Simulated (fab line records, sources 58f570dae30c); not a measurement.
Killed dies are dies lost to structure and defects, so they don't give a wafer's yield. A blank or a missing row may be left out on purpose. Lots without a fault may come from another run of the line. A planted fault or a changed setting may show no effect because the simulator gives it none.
Tool commonality check | flow berkeley_cmos170 | 13 lots, 39 wafers sampled

WHY IT WAS OPENED
At UCB170_ACTIVE_OVL_MEAS_14 the reading ACTIVE_OVL is flagged on 4 of 13 lots. Wafers without a fault read -1 nm, standard deviation 5.
Rule: a lot is flagged when every wafer of it that has a number lies more than 4 standard deviations from that mean, or none has a number. The other lots count as sound.

lot  | measured    | on         | ACTIVE_OVL (nm), wafer by wafer | flag
L784 | day 4 04:04 | overlay-01 | -3 5 -3                         |
L786 | day 4 13:30 | overlay-01 | -1 -1 0                         |
L785 | day 4 13:37 | overlay-02 | -6 -1 -7                        |
L787 | day 4 17:43 | overlay-01 | 7 9 4                           |
L788 | day 4 18:49 | overlay-01 | -1 -2 -4                        |
L794 | day 6 02:34 | overlay-01 | 102 92 95                       | FLAGGED
L798 | day 6 19:24 | overlay-01 | 91 84 91                        | FLAGGED
L797 | day 6 19:37 | overlay-02 | 100 96 98                       | FLAGGED
L801 | day 7 18:51 | overlay-02 | -3 -2 -4                        |
L800 | day 8 01:15 | overlay-02 | 88 88 79                        | FLAGGED
L802 | day 8 01:32 | overlay-01 | 1 0 -3                          |
L806 | day 8 23:14 | overlay-02 | 1 1 -8                          |
L807 | day 9 12:59 | overlay-02 | 2 -1 -2                         |
The numbers of the flagged lots are 92 nm on average: +93 nm against the usual, or +19 standard deviations.

WHICH TOOL RAN EACH LOT
The record holds 1 process step before the reading, out of a route of 331 steps. In each cell: the tool, then ch and the chambers that the sampled wafers went through, then the start.
lot  | flag    | UCB170_ACTIVE_EXPOSE_10
L784 |         | krf_scanner-02 ch 0, day 4 03:22
L786 |         | krf_scanner-01 ch 0, day 4 12:38
L785 |         | krf_scanner-02 ch 0, day 4 12:54
L787 |         | krf_scanner-02 ch 0, day 4 17:13
L788 |         | krf_scanner-02 ch 0, day 4 18:17
L794 | FLAGGED | krf_scanner-01 ch 0, day 6 02:05
L798 | FLAGGED | krf_scanner-01 ch 0, day 6 18:46
L797 | FLAGGED | krf_scanner-01 ch 0, day 6 18:53
L801 |         | krf_scanner-02 ch 0, day 7 18:04
L800 | FLAGGED | krf_scanner-01 ch 0, day 8 00:46
L802 |         | krf_scanner-02 ch 0, day 8 01:01
L806 |         | krf_scanner-02 ch 0, day 8 22:43
L807 |         | krf_scanner-02 ch 0, day 9 12:31
What these steps do:
- UCB170_ACTIVE_EXPOSE_10: exposes mask ACTIVE, target cd 1200 nm.
- UCB170_ACTIVE_OVL_MEAS_14

FLAGGED OVER TOTAL, TOOL BY TOOL (the gauges that took the reading come last)
step                      | tool           | lots run | flagged | share of the flagged lots | sound lots run after its first flagged lot
UCB170_ACTIVE_EXPOSE_10   | krf_scanner-01 | 5        | 4       | all                       | 0
UCB170_ACTIVE_EXPOSE_10   | krf_scanner-02 | 8        | 0       | none                      | -
UCB170_ACTIVE_OVL_MEAS_14 | overlay-01     | 7        | 2       | some                      | 1 (L802)
UCB170_ACTIVE_OVL_MEAS_14 | overlay-02     | 6        | 2       | some                      | 3 (L801,L806,L807)

WHAT THE TABLE ALLOWS
1 row of the table ran every flagged lot: krf_scanner-01 at UCB170_ACTIVE_EXPOSE_10.
- krf_scanner-01 at UCB170_ACTIVE_EXPOSE_10: 4 of its 5 lots flagged. Its last sound lot is L786 (day 4 12:38), its first flagged lot L794 (day 6 02:05): a fault that began between those two fits.
One tool is left: krf_scanner-01 at UCB170_ACTIVE_EXPOSE_10.

WHAT THE SIMULATOR HAD PUT IN
Scanner matching overlay: krf_scanner-01, from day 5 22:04 on, at UCB170_ACTIVE_EXPOSE_10. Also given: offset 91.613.
Lots struck among those shown: L794, L798, L797, L800. The rule above found the same.
